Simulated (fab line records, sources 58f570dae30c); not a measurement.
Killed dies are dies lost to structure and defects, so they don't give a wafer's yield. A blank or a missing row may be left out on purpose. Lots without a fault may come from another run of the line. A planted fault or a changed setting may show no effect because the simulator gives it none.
fab line records | flow berkeley_cmos170
record lots=15 wafers=45 last_day=14
route steps=331 shown PVT@119 GATE@143 NLDD@169 V1@254
lots that met no fault: from a run of the same line without faults
start_h: hours from the record's first day to the start of the lot's first wafer shown | wait_h: hours since the lot's step before | " the same as in the row above | L1.1+2: a row that stands for several wafers | - no value, or no start given | * or withheld: withheld | < > ~ a bound
route shown NAME@n: a module of which the file shows steps, and the number in the route of the first | usual: mean/standard deviation of fault-free wafers | same: alike in all rows | chamber/n: place in a boat | sites: the reading at each site | _std_site: their standard deviation | _edge_site: outer sites' mean less inner sites' | radius_mm: how far each site lies from the wafer's centre | mask NAME#n: copy n | behind: the tool/chamber that last shaped the wafer | hold: why the lot was held/for how many hours/how that ended | device: the transistor (n, p or np) that didn't switch | end of line: the same wafers' tests at the end of the route | a step without rows: its recipe alone | killed: dies lost to structure and defects at the first sort, not the wafer's yield | map: a wafer's dies, x killed, . not, _ none there
set.NAME: the setting as run; set.NAME@STEP: as run at that earlier step | model.NAME: the simulator's own value behind a step, which no gauge read
steps of the route over a sample of lots; a table a step, a row a wafer
services: from which hour (start_h, from the record's first day; less than 0 if before it) a tool's chamber was out of use, for how many hours, and why
## steps
# step UCB170_PVT_PEB_04
# recipe peb_temp_c=130 peb_time_s=withheld resist=KrF
# usual chill_plate_temp_C=23.01/0.1 exhaust_pa=45.1/0.92
# columns lot.wafer tool chamber start_h wait_h chill_plate_temp_C exhaust_pa
L253.1 litho_track-03 0 130.56 0.1 22.80 46.4
L253.2 " 0 " " 22.88 45.8
L253.3 " 0 " " 22.98 46.9
L254.2 litho_track-02 0 145.44 0.1 22.95 43.3
L254.3 " 0 " " 22.99 44.6
L254.4 " 0 " " 23.01 44.2
L257.1 litho_track-03 0 163.06 0.2 23.01 46.7
L257.2 " 0 " " 23.00 45.3
L257.5 " 0 " " 23.05 44.5
L255.1 litho_track-03 0 163.34 0.1 22.92 44.4
L255.2 " 0 " " 22.97 45.5
L255.4 " 0 " " 22.97 44.9
L256.1 litho_track-03 0 163.82 0.1 23.17 45.1
L256.2 " 0 " " 23.15 45.7
L256.4 " 0 " " 22.93 43.7
L260.2 litho_track-02 0 188.03 0.1 23.02 44.1
L260.4 " 0 " " 23.01 45.0
L260.5 " 0 " " 22.99 44.3
L259.4 litho_track-01 0 188.37 0.1 23.13 45.5
L259.5 " 0 " " 23.15 45.3
L259.6 " 0 " " 23.19 45.7
L263.2 litho_track-03 0 204.80 0.5 22.96 43.8
L263.3 " 0 " " 22.98 44.5
L263.5 " 0 " " 23.01 44.0
L261.1 litho_track-02 0 205.14 0.2 23.11 45.1
L261.5 " 0 " " 23.21 44.8
L261.6 " 0 " " 23.12 45.9
L265.1 litho_track-02 0 225.41 0.5 23.01 44.5
L265.2 " 0 " " 22.86 44.9
L265.5 " 0 " " 22.91 45.7
L266.1 litho_track-03 0 225.62 0.4 23.06 45.3
L266.4 " 0 " " 22.84 45.8
L266.6 " 0 " " 22.97 46.8
L264.1 litho_track-03 - 225.90 0.4 - -
L264.2 " - " " - -
L264.6 " - " " - -
L268.1 litho_track-03 - 237.22 0.1 - -
L268.2 " - " " - -
L268.3 " - " " - -
L267.2 litho_track-02 - 237.36 0.1 - -
L267.4 " - " " - -
L267.5 " - " " - -
L276.1 litho_track-02 0 286.56 0.4 23.05 42.9
L276.2 " 0 " " 22.85 43.4
L276.4 " 0 " " 22.93 43.7
# step UCB170_GATE_CD_MEAS_90
# recipe target_cd_nm=350
# usual cd_nm=350.3/1.6
# columns lot.wafer tool chamber start_h wait_h cd_nm
L253.1 cd_sem-02 - 155.61 0.1 351.7
L253.2 " - " " 351.7
L253.3 " - " " 351.3
L254.2 cd_sem-01 - 167.94 0.1 347.4
L254.3 " - " " 350.6
L254.4 " - " " 347.2
L257.1 cd_sem-01 - 190.07 0.1 352.2
L257.2 " - " " 350.3
L257.5 " - " " 349.2
L255.1 cd_sem-02 - 190.32 0.1 349.3
L255.2 " - " " 348.6
L255.4 " - " " 349.7
L256.1 cd_sem-01 - 190.55 0.1 347.0
L256.2 " - " " 350.4
L256.4 " - " " 348.8
L260.2 cd_sem-01 - 208.80 0.1 350.9
L260.4 " - " " 349.7
L260.5 " - " " 351.8
L259.4 cd_sem-02 - 208.96 0.1 347.8
L259.5 " - " " 347.8
L259.6 " - " " 347.3
L263.2 cd_sem-02 - 227.05 0.1 348.2
L263.3 " - " " 350.3
L263.5 " - " " 350.5
L261.1 cd_sem-01 - 227.58 0.1 354.4
L261.5 " - " " 351.1
L261.6 " - " " 351.5
L266.1 cd_sem-02 - 246.86 0.1 351.6
L266.4 " - " " 350.8
L266.6 " - " " 350.0
L264.1 cd_sem-02 - 247.10 0.1 350.7
L264.2 " - " " 347.8
L264.6 " - " " 351.5
L265.1 cd_sem-01 - 247.37 0.1 349.4
L265.2 " - " " 352.4
L265.5 " - " " 349.8
L268.1 cd_sem-02 - 260.51 0.1 348.5
L268.2 " - " " 351.9
L268.3 " - " " 351.8
L267.2 cd_sem-01 - 260.89 0.1 350.7
L267.4 " - " " 349.2
L267.5 " - " " 350.2
L276.1 cd_sem-02 - 304.39 0.1 351.4
L276.2 " - " " 351.6
L276.4 " - " " 350.4
# step UCB170_NLDD_TW_MEAS_11
# usual NLDD_TW=2195/15
# columns lot.wafer tool chamber start_h wait_h NLDD_TW
L253.1 film_metro-01 - 159.60 0.1 2198
L253.2 " - " " 2203
L253.3 " - " " 2205
L254.2 film_metro-02 - 173.71 0.1 2206
L254.3 " - " " 2204
L254.4 " - " " 2210
L257.1 film_metro-02 - 194.48 0.1 2193
L257.2 " - " " 2200
L257.5 " - " " 2176
L255.1 film_metro-02 - 194.80 0.1 2194
L255.2 " - " " 2182
L255.4 " - " " 2186
L256.1 film_metro-02 - 195.12 0.1 2192
L256.2 " - " " 2200
L256.4 " - " " 2176
L260.2 film_metro-01 - 212.30 0.1 2186
L260.4 " - " " 2178
L260.5 " - " " 2172
L259.4 film_metro-02 - 212.61 0.1 2185
L259.5 " - " " 2194
L259.6 " - " " 2196
L263.2 film_metro-02 - 230.88 0.1 2212
L263.3 " - " " 2218
L263.5 " - " " 2212
L261.1 film_metro-02 - 232.82 0.1 2211
L261.5 " - " " 2219
L261.6 " - " " 2222
L266.1 film_metro-03 - 252.70 0.1 2190
L266.4 " - " " 2193
L266.6 " - " " 2196
L264.1 film_metro-01 - 254.48 0.1 2212
L264.2 " - " " 2220
L264.6 " - " " 2217
L265.1 film_metro-03 - 254.79 0.1 2192
L265.2 " - " " 2185
L265.5 " - " " 2191
L268.1 film_metro-02 - 264.66 0.1 2207
L268.2 " - " " 2202
L268.3 " - " " 2206
L267.2 film_metro-01 - 265.74 0.1 2197
L267.4 " - " " 2193
L267.5 " - " " 2196
L276.1 film_metro-01 - 307.87 0.1 2180
L276.2 " - " " 2178
L276.4 " - " " 2184
# step UCB170_V1_CVD_00
# recipe material=SiO2 target_thk_nm=2000 temp_c=390 precursor=TEOS/O2 time_s=250 rf_w=550 pressure_mtorr=9000
# usual heater_power_w=256/52
# columns lot.wafer tool chamber start_h wait_h heater_power_w
L253.1 pecvd-01 0 185.09 0.0 376
L253.2 " 2 " " 227
L253.3 " 1 " " 222
L254.2 pecvd-03 1 199.25 0.0 212
L254.3 " 0 " " 249
L254.4 " 0 " " 303
L257.1 pecvd-03 2 220.14 0.0 317
L257.2 " 1 " " 184
L257.5 " 1 " " 237
L255.1 pecvd-03 0 222.80 0.0 217
L255.2 " 1 " " 235
L255.4 " 1 " " 154
L256.1 pecvd-04 0 222.80 0.0 299
L256.2 " 2 " " 250
L256.4 " 0 " " 226
L260.2 pecvd-03 0 237.47 0.0 229
L260.4 " 0 " " 304
L260.5 " 2 " " 227
L259.4 pecvd-01 0 238.88 0.1 275
L259.5 " 1 " " 171
L259.6 " 2 " " 193
L263.2 pecvd-03 0 259.27 0.0 283
L263.3 " 1 " " 198
L263.5 " 0 " " 227
L261.1 pecvd-04 2 260.60 0.0 297
L261.5 " 2 " " 214
L261.6 " 0 " " 225
L265.1 pecvd-01 0 281.73 0.0 352
L265.2 " 1 " " 253
L265.5 " 1 " " 168
L264.1 pecvd-03 2 283.07 0.0 350
L264.2 " 0 " " 256
L264.6 " 0 " " 317
L266.1 pecvd-04 0 283.07 0.0 240
L266.4 " 0 " " 308
L266.6 " 1 " " 316
L268.1 pecvd-01 2 289.86 0.0 195
L268.2 " 0 " " 348
L268.3 " 1 " " 254
L267.2 pecvd-01 1 291.19 0.0 228
L267.4 " 0 " " 273
L267.5 " 2 " " 200
L276.1 pecvd-04 1 330.50 0.0 236
L276.2 " 2 " " 264
L276.4 " 1 " " 317
## services
# columns tool chamber start_h hours kind
pecvd-03 - 111.39 6.0 pm
litho_track-03 - 121.89 - consumable_replace:filter
pecvd-01 - 134.86 28.1 pm
pecvd-04 1 191.55 9.2 repair
pecvd-04 0 195.16 5.9 repair
pecvd-01 - 221.06 4.3 pm
pecvd-03 - 242.50 14.0 pm
pecvd-03 0 242.50 14.0 vent_cycle
pecvd-03 1 242.50 14.0 vent_cycle
pecvd-03 2 242.50 14.0 vent_cycle
pecvd-03 - 247.20 0.6 repair
pecvd-03 0 256.50 - clean
pecvd-03 1 256.50 - clean
pecvd-03 2 256.50 - clean
pecvd-04 - 264.60 1.9 repair
pecvd-04 2 280.70 5.8 repair
pecvd-03 - 290.75 1.9 repair
pecvd-01 - 311.72 0.5 repair
## key
first_sign step=UCB170_PVT_PEB_04 reading=tool_record direction=missing
effect none on later readings
met_at UCB170_PVT_PEB_04
struck_lots L264,L267,L268
sort_left_out L264.1,L264.2,L264.6,L267.2,L267.4,L267.5,L268.1,L268.2,L268.3
tester_left_out L264,L267,L268
not_acting_at UCB170_GATE_CD_MEAS_90,UCB170_NLDD_TW_MEAS_11,UCB170_V1_CVD_00
onset_between 225.62 225.90
fault kind=skipped_step_whole tool=litho_track-02,litho_track-03 chamber=- onset_h=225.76 steps=UCB170_PVT_PEB_04 scope=struck_lots_only
# tester_left_out: of these lots the tester's yield and bins aren't shown, on N5 and GAA mostly nor the transistor test; their killed dies are dies lost to structure and defects alone, not to doping, threshold or leakage, so they don't give the yield
# sort_left_out: the simulated sort isn't trusted on such a fault, so these wafers' sort isn't shown, and their yield isn't known
